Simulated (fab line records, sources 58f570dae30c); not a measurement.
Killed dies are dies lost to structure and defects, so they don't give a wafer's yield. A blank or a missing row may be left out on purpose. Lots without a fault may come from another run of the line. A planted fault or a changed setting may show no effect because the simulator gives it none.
fab line records | flow berkeley_cmos170
record lots=14 wafers=42 last_day=12
route steps=331 shown PVT@120
lots that met no fault: from a run of the same line without faults
start_h: hours from the record's first day to the start of the lot's first wafer shown | wait_h: hours since the lot's step before | " the same as in the row above | L1.1+2: a row that stands for several wafers | - no value, or no start given | * or withheld: withheld | < > ~ a bound
route shown NAME@n: a module of which the file shows steps, and the number in the route of the first | usual: mean/standard deviation of fault-free wafers | same: alike in all rows | chamber/n: place in a boat | sites: the reading at each site | _std_site: their standard deviation | _edge_site: outer sites' mean less inner sites' | radius_mm: how far each site lies from the wafer's centre | mask NAME#n: copy n | behind: the tool/chamber that last shaped the wafer | hold: why the lot was held/for how many hours/how that ended | device: the transistor (n, p or np) that didn't switch | end of line: the same wafers' tests at the end of the route | a step without rows: its recipe alone | killed: dies lost to structure and defects at the first sort, not the wafer's yield | map: a wafer's dies, x killed, . not, _ none there
set.NAME: the setting as run; set.NAME@STEP: as run at that earlier step | model.NAME: the simulator's own value behind a step, which no gauge read
steps of the route over a sample of lots; a table a step, a row a wafer
## steps
# step UCB170_PVT_DEVELOP_05
# recipe developer=TMAH develop_time_s=45 resist=KrF dev_temp_c=21
# usual developer_temp_C=20.99/0.11
# columns lot.wafer tool chamber start_h wait_h developer_temp_C
L620.2 litho_track-02 0 113 - 20.90
L620.3 " 0 " " 20.81
L620.5 " 0 114 - 20.97
L622.3 litho_track-01 0 126 - 20.85
L622.4 " 0 " " 20.94
L622.5 " 0 " " 20.93
L625.2 litho_track-04 0 132 - 20.73
L625.4 " 0 " " 20.86
L625.5 " 0 " " 21.00
L624.1 litho_track-01 0 132 - 21.00
L624.2 " 0 " " 20.88
L624.3 " 0 " " 20.87
L623.2 litho_track-02 0 132 - 21.00
L623.3 " 0 " " 21.24
L623.6 " 0 133 - 21.03
L627.2 litho_track-02 0 145 - 20.82
L627.3 " 0 " " 21.03
L627.4 " 0 " " 21.07
L629.1 litho_track-01 0 154 - 21.00
L629.3 " 0 " " 21.08
L629.5 " 0 " " 21.14
L630.2 litho_track-04 0 155 - 21.04
L630.5 " 0 " " 21.08
L630.6 " 0 " " 20.94
L631.1 litho_track-04 0 171 - 21.07
L631.2 " 0 " " 21.22
L631.5 " 0 " " 20.83
L632.4 litho_track-04 0 171 - 21.27
L632.5 " 0 " " 21.06
L632.6 " 0 " " 21.11
L637.1 litho_track-02 0 209 - 21.05
L637.2 " 0 " " 21.02
L637.5 " 0 " " 20.95
L641.2 litho_track-01 0 224 - 20.95
L641.3 " 0 " " 20.70
L641.4 " 0 " " 20.74
L643.1 litho_track-04 0 240 - 19.03
L643.3 " 0 " " 18.93
L643.6 " 0 " " 18.84
L642.3 litho_track-04 0 240 - 18.85
L642.5 " 0 " " 18.71
L642.6 " 0 " " 18.74
## key
first_sign step=UCB170_PVT_DEVELOP_05 reading=developer_temp_C direction=down sigmas=20 usual=* struck=*
effect none on later readings
met_at UCB170_PVT_DEVELOP_05
struck_lots L642,L643
tester_left_out L642,L643
onset_between 171 240
fault kind=process_parameter_drift tool=litho_track-04 chamber=- onset_h=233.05 steps=UCB170_PVT_DEVELOP_05 channel=dev_temp_c offset=* shape=step end_h=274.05 acts_in=* stated=*
# tester_left_out: of these lots the tester's yield and bins aren't shown, on N5 and GAA mostly nor the transistor test; their killed dies are dies lost to structure and defects alone, not to doping, threshold or leakage, so they don't give the yield
